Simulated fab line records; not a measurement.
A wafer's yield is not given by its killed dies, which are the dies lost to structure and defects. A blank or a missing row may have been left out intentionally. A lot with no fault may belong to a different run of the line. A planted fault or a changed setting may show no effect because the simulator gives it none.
Which tool is to blame? | flow berkeley cmos170 | Sampling: 13 lots, 39 wafers, 4 of 331 route steps

== WHAT THE GAUGES SHOWED, per wafer ==
UCB170_M2_CD_MEAS_90 targets a cd of 700 nm.
lot  | measured     | on        | cd nm (nm)
L861 | day 7 09:37  | cd sem-02 | 705 700 703
L862 | day 7 19:32  | cd sem-02 | 701 703 702
L863 | day 8 08:13  | cd sem-01 | 704 704 702
L864 | day 8 20:16  | cd sem-02 | 703 697 699
L867 | day 9 04:56  | cd sem-02 | 706 708 709
L872 | day 10 07:38 | cd sem-01 | 700 699 699
L875 | day 10 19:02 | cd sem-02 | 700 701 699
L876 | day 10 19:14 | cd sem-02 | 707 704 705
L878 | day 11 05:41 | cd sem-02 | 697 702 698
L879 | day 11 13:33 | cd sem-01 | 705 704 707
L877 | day 11 14:04 | cd sem-01 | 699 699 699
L884 | day 12 05:37 | cd sem-01 | 692 693 698
L883 | day 12 09:22 | cd sem-01 | 701 697 694

UCB170_M3_CD_MEAS_90 targets a cd of 700 nm.
lot  | measured     | on        | cd nm (nm)
L861 | day 7 14:35  | cd sem-01 | 700 702 702
L862 | day 8 02:42  | cd sem-01 | 700 700 700
L863 | day 8 13:22  | cd sem-01 | 707 706 704
L864 | day 9 02:56  | cd sem-01 | 698 703 704
L867 | day 9 10:25  | cd sem-01 | 696 698 699
L872 | day 10 12:50 | cd sem-02 | 705 707 708
L875 | day 11 01:01 | cd sem-01 | 711 712 706
L876 | day 11 01:10 | cd sem-02 | 696 697 700
L878 | day 11 12:53 | cd sem-02 | 703 706 695
L879 | day 11 18:29 | cd sem-01 | 694 700 695
L877 | day 11 19:26 | cd sem-02 | 703 705 703
L884 | day 12 11:32 | cd sem-01 | 695 701 694
L883 | day 12 15:10 | cd sem-01 | 707 706 704

== WHAT TOOL EACH LOT RAN ON (gives the tool, then ch and the chambers of the sampled wafers, and finally the start) ==
lot  | UCB170_CONTACT_STRIP_19              | UCB170_V2_CMP_02
L861 | plasma asher-03 ch 0,1, day 6 16:42  | cmp-01 ch 0,2,3, day 7 10:05
L862 | plasma asher-03 ch 0,1, day 7 05:59  | cmp-01 ch 1,2,3, day 7 19:52
L863 | plasma asher-04 ch 0,1, day 7 17:22  | cmp-01 ch 0,3, day 8 08:29
L864 | plasma asher-02 ch 0,1, day 8 06:22  | cmp-01 ch 0,2,3, day 8 20:37
L867 | plasma asher-03 ch 0,1, day 8 15:43  | cmp-01 ch 0,1,2, day 9 05:17
L872 | plasma asher-03 ch 0,1, day 9 16:13  | cmp-02 ch 1,2,3, day 10 08:05
L875 | plasma asher-02 ch 0,1, day 10 07:19 | cmp-01 ch 0,1,3, day 10 19:28
L876 | plasma asher-03 ch 0,1, day 10 07:47 | cmp-01 ch 0,1, day 10 19:43
L878 | plasma asher-03 ch 0,1, day 10 18:05 | cmp-01 ch 0,2, day 11 06:04
L879 | plasma asher-02 ch 0,1, day 10 20:52 | cmp-01 ch 0,1,3, day 11 13:53
L877 | plasma asher-02 ch 0,1, day 10 22:22 | cmp-01 ch 0,2,3, day 11 14:21
L884 | plasma asher-04 ch 0,1, day 11 16:28 | cmp-01 ch 1,2,3, day 12 06:03
L883 | plasma asher-04 ch 0,1, day 11 20:44 | cmp-01 ch 0,2,3, day 12 09:41
- UCB170_CONTACT_STRIP_19: strips in O2.
- UCB170_V2_CMP_02: polishes SiO2.

== WHAT THE TOOLS THEMSELVES READ (means of the sampled wafers that have a number; where no wafer has one, the mark that the record gives instead) ==
UCB170_CONTACT_STRIP_19.
lot  | tool            | drypump motor current A (A) | oes product au (a.u.)
L861 | plasma asher-03 | 6.3                         | 0.730
L862 | plasma asher-03 | 6.1                         | 0.727
L863 | plasma asher-04 | 5.8                         | 0.724
L864 | plasma asher-02 | 5.6                         | 0.726
L867 | plasma asher-03 | 6.1                         | 0.726
L872 | plasma asher-03 | 6.1                         | 0.726
L875 | plasma asher-02 | 5.6                         | 0.725
L876 | plasma asher-03 | 6.3                         | 0.723
L878 | plasma asher-03 | 6.1                         | 0.725
L879 | plasma asher-02 | 5.2                         | 0.725
L877 | plasma asher-02 | 5.6                         | 0.724
L884 | plasma asher-04 | 5.8                         | 0.723
L883 | plasma asher-04 | 5.8                         | 0.725

UCB170_V2_CMP_02.
lot  | tool   | motor current A (A)
L861 | cmp-01 | 15.4
L862 | cmp-01 | 16.1
L863 | cmp-01 | 16.4
L864 | cmp-01 | 15.5
L867 | cmp-01 | 15.4
L872 | cmp-02 | 15.6
L875 | cmp-01 | 16.8
L876 | cmp-01 | 16.5
L878 | cmp-01 | 15.8
L879 | cmp-01 | 17.0
L877 | cmp-01 | 15.6
L884 | cmp-01 | 15.7
L883 | cmp-01 | 15.1

== THE ANSWER, worked out from the rows above alone ==
Rule: the usual values come from the lots themselves. Put in order of their means at a reading, lots are off if they are a third of the lots or fewer, leave a main group of 4 or more, and stand apart from it by a gap of 3 or more times the standard deviation of the main group's means; of several such gaps the widest counts. Not used: any main group whose means are identical at the precision the tables above print for the reading. A lot without any number at a reading at which 4 lots or more have one is off too. Where the step has rows for the other lots, those lots are counted as sound. The gauges are gone through in route order, then the tools' own readings, and for those a lot's mean is taken as printed above. At the first step where some lot is off, the reading lying furthest off is the one used; lots without a number count as furthest.
Across all readings shown, no lot is off: no conclusion can be drawn from this.

== WHAT WAS PUT IN BY THE SIMULATOR ==
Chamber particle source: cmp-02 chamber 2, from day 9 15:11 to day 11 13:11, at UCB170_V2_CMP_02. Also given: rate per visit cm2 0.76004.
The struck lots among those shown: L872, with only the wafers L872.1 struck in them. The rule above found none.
